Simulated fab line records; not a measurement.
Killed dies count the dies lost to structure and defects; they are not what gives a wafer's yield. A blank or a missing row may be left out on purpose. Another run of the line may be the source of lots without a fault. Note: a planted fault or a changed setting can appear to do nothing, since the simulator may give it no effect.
fab line records    flow berkeley-cmos170
[record] lots = 6  wafers = 18  last-day = 13
route steps=331 shown FIELD@89 SACOX@97 SCREENOX@100
lots that met no fault: from a run of the same line without faults
start-h: start of the lot's first displayed wafer, in hours after the record's first day    wait-h: time in hours since the lot's previous step    " as in the row above    L1.1+2: a single row standing in for several wafers    - value missing, or start not given    * or withheld: withheld    < > ~ a bound
route shown NAME@n: a module of which the file shows steps, and the number in the route of the first    usual: average and standard deviation across the fault-free wafers    same: alike in all rows    chamber/n: place in a boat    sites: per-site readings    _std_site: the values' standard deviation    _edge_site: the outer-site mean with the inner-site mean subtracted    radius-mm: for every site, how far away it sits from the centre of the wafer    mask NAME#n: copy n    behind: the last tool/chamber to shape the wafer    hold: why the lot was held/for how many hours/how that ended    device: names the non-switching transistor (n, p or np)    end of line: the route-end tests of the same wafers    where a step has no rows: the recipe by itself    killed: at the first sort, the dies lost to defects and structure; wafer yield is something else    map: shows each die of a wafer: x if killed, . if not, _ if none is there
set.NAME: the setting that was run; set.NAME@STEP: the one run at that earlier step    model.NAME: the simulator's own value behind a step, which no gauge read
lots at selected steps of the route; one table per step, one row per wafer
services: a tool's chamber out of use, with start hour (start-h, from the record's first day; less than 0 if before it), hours out, and reason
[[steps]]
[step UCB170_FIELD_CLEAN_00]
[recipe] chemistry = dHF  dilution = 25:1  time-s = 7.5
[step UCB170_FIELD_OXIDATION_01]
[recipe] temp-c = 1000  ambient = H2O  p-h2o-torr = 584.62  target-thk-a = 5583  ox-time-s = 7200
[step UCB170_FIELD_THK_MEAS_02]
[recipe] reads = SiO2_of_FIELD_OXIDATION_01
[usual] FIELD_OXIDE_THK = 556/11
lot.wafer  tool           chamber  start-h  wait-h  FIELD_OXIDE_THK[nm]
L453.2     film-metro-04  -        132.79   0.0     550
L453.4     "              -        "        "       549
L453.5     "              -        "        "       550
L461.2     film-metro-04  -        182.98   0.0     550
L461.4     "              -        "        "       569
L461.5     "              -        "        "       557
L460.3     film-metro-02  -        190.16   0.0     551
L460.4     "              -        "        "       553
L460.6     "              -        "        "       550
L463.3     film-metro-04  -        190.16   0.0     566
L463.4     "              -        "        "       554
L463.5     "              -        "        "       558
L464.1     film-metro-04  -        198.30   0.0     580
L464.2     "              -        "        "       573
L464.6     "              -        "        "       573
L466.1     film-metro-03  -        214.39   0.0     574
L466.3     "              -        "        "       574
L466.5     "              -        "        "       577
[step UCB170_FIELD_ANNEAL_03]
[recipe] temp-c = 1000  time-s = 1200  ambient = N2
[step UCB170_FIELD_WET_ETCH_04]
[recipe] chemistry = dHF  dilution = 10:1  target = SiO2  temp-c = 25  time-s = 60
[step UCB170_FIELD_WET_ETCH_05]
[recipe] chemistry = H3PO4  target = Si3N4  temp-c = 160  time-s = 12600
[step UCB170_FIELD_WET_ETCH_06]
[recipe] chemistry = BOE  dilution = 5:1  target = SiO2  temp-c = 25  time-s = 22
[step UCB170_FIELD_THK_MEAS_90]
[recipe] reads = SiO2_of_FIELD_OXIDATION_01
[usual] FIELD_OXIDE_LEFT_1_THK = 439/11
lot.wafer  tool           chamber  start-h  wait-h  FIELD_OXIDE_LEFT_1_THK[nm]
L453.2     film-metro-03  -        145.67   0.0     433
L453.4     "              -        "        "       434
L453.5     "              -        "        "       434
L461.2     film-metro-02  -        193.44   0.0     434
L461.4     "              -        "        "       453
L461.5     "              -        "        "       440
L460.3     film-metro-02  -        201.67   0.0     436
L460.4     "              -        "        "       437
L460.6     "              -        "        "       435
L463.3     film-metro-04  -        201.67   0.0     449
L463.4     "              -        "        "       438
L463.5     "              -        "        "       442
L464.1     film-metro-04  -        209.16   0.0     463
L464.2     "              -        "        "       456
L464.6     "              -        "        "       456
L466.1     film-metro-02  -        225.49   0.0     457
L466.3     "              -        "        "       458
L466.5     "              -        "        "       460
[step UCB170_SACOX_CLEAN_00]
[recipe] chemistry = dHF  dilution = 25:1  time-s = 7.5
[step UCB170_SACOX_OXIDATION_01]
[recipe] temp-c = 900  ambient = O2  target-thk-a = 144  ox-time-s = 2400
[step UCB170_SACOX_THK_MEAS_02]
[recipe] reads = SiO2_of_SACOX_OXIDATION_01
[usual] SACOX_OXIDE_THK = 14.32/0.24
lot.wafer  tool           chamber  start-h  wait-h  SACOX_OXIDE_THK[nm]
L453.2     film-metro-02  -        150.88   0.0     14.50
L453.4     "              -        "        "       14.61
L453.5     "              -        "        "       14.64
L461.2     film-metro-04  -        199.98   0.0     14.18
L461.4     "              -        "        "       14.18
L461.5     "              -        "        "       13.81
L460.3     film-metro-02  -        208.57   0.0     14.54
L460.4     "              -        "        "       14.64
L460.6     "              -        "        "       14.62
L463.3     film-metro-01  -        208.57   0.0     14.35
L463.4     "              -        "        "       14.29
L463.5     "              -        "        "       14.67
L464.1     film-metro-01  -        215.81   0.0     14.59
L464.2     "              -        "        "       14.56
L464.6     "              -        "        "       14.56
L466.1     film-metro-01  -        232.82   0.0     14.25
L466.3     "              -        "        "       14.66
L466.5     "              -        "        "       14.35
[step UCB170_SCREENOX_WET_ETCH_00]
[recipe] chemistry = dHF  dilution = 25:1  target = SiO2  temp-c = 25  time-s = 200
[step UCB170_SCREENOX_OXIDATION_01]
[recipe] temp-c = 900  ambient = O2  target-thk-a = 144  ox-time-s = 2400
[usual] ox-temp-c = 900.0/0.35  ox-temp-c-max = 904.0/0.97  zone-power-load-pct = 26.4/0.95  zone-power-source-pct = 25.8/1.4
lot.wafer  tool        chamber  start-h  wait-h  ox-temp-c  ox-temp-c-max  zone-power-load-pct  zone-power-source-pct
L453.2     furnace-02  0        154.87   2.0     899.8      903.4          24.8                 26.8
L453.4     "           0        "        "       900.4      903.4          24.8                 26.4
L453.5     "           0        "        "       899.8      903.6          24.7                 26.4
L461.2     furnace-04  -        205.22   3.8     -          -              -                    -
L461.4     "           -        "        "       -          -              -                    -
L461.5     "           -        "        "       -          -              -                    -
L460.3     furnace-01  -        212.84   4.2     -          -              -                    -
L460.4     "           -        "        "       -          -              -                    -
L460.6     "           -        "        "       -          -              -                    -
L463.3     furnace-01  0        212.84   4.2     900.1      905.3          27.3                 23.6
L463.4     "           0        "        "       900.1      904.0          27.3                 23.4
L463.5     "           0        "        "       899.8      903.8          27.3                 23.9
L464.1     furnace-04  0        222.49   6.6     900.7      905.0          26.5                 26.8
L464.2     "           0        "        "       900.3      904.0          26.3                 26.9
L464.6     "           0        "        "       900.2      904.0          26.5                 26.8
L466.1     furnace-04  0        237.18   4.2     899.7      903.3          26.5                 27.2
L466.3     "           0        "        "       899.5      903.1          26.6                 27.0
L466.5     "           0        "        "       899.3      902.6          26.4                 26.9
[step UCB170_SCREENOX_ANNEAL_03]
[recipe] temp-c = 900  time-s = 900  ambient = N2
[[services]]
tool        chamber  start-h  hours  kind
furnace-01  -        148.05   1.0    repair
furnace-02  -        187.85   3.6    pm
furnace-01  -        204.33   3.7    pm
[[key]]
[first-sign] step = UCB170_SCREENOX_OXIDATION_01  reading = tool-record  direction = missing
effect none on later readings
met-at UCB170_SCREENOX_OXIDATION_01
struck-wafers L460.3,L460.4,L460.6,L461.2,L461.4,L461.5
later-rows-left-out L460.3,L460.4,L460.6,L461.2,L461.4,L461.5
sort-left-out L460.3,L460.4,L460.6,L461.2,L461.4,L461.5
tester-left-out L460,L461
[fault] kind = skipped-step-whole  tool = furnace-01,furnace-04  chamber = -  onset-h = 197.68  steps = UCB170_SCREENOX_OXIDATION_01  scope = struck-lots-only
// tester-left-out: of these lots the tester's yield and bins aren't shown, on N5 and GAA mostly nor the transistor test; their killed dies are dies lost to structure and defects alone, not to doping, threshold or leakage, so they don't give the yield
// sort-left-out: the simulated sort isn't trusted on such a fault, so these wafers' sort isn't shown, and their yield isn't known
// later-rows-left-out: the simulator's readings of these wafers behind a module that went badly wrong aren't trusted and aren't shown, but for the sort
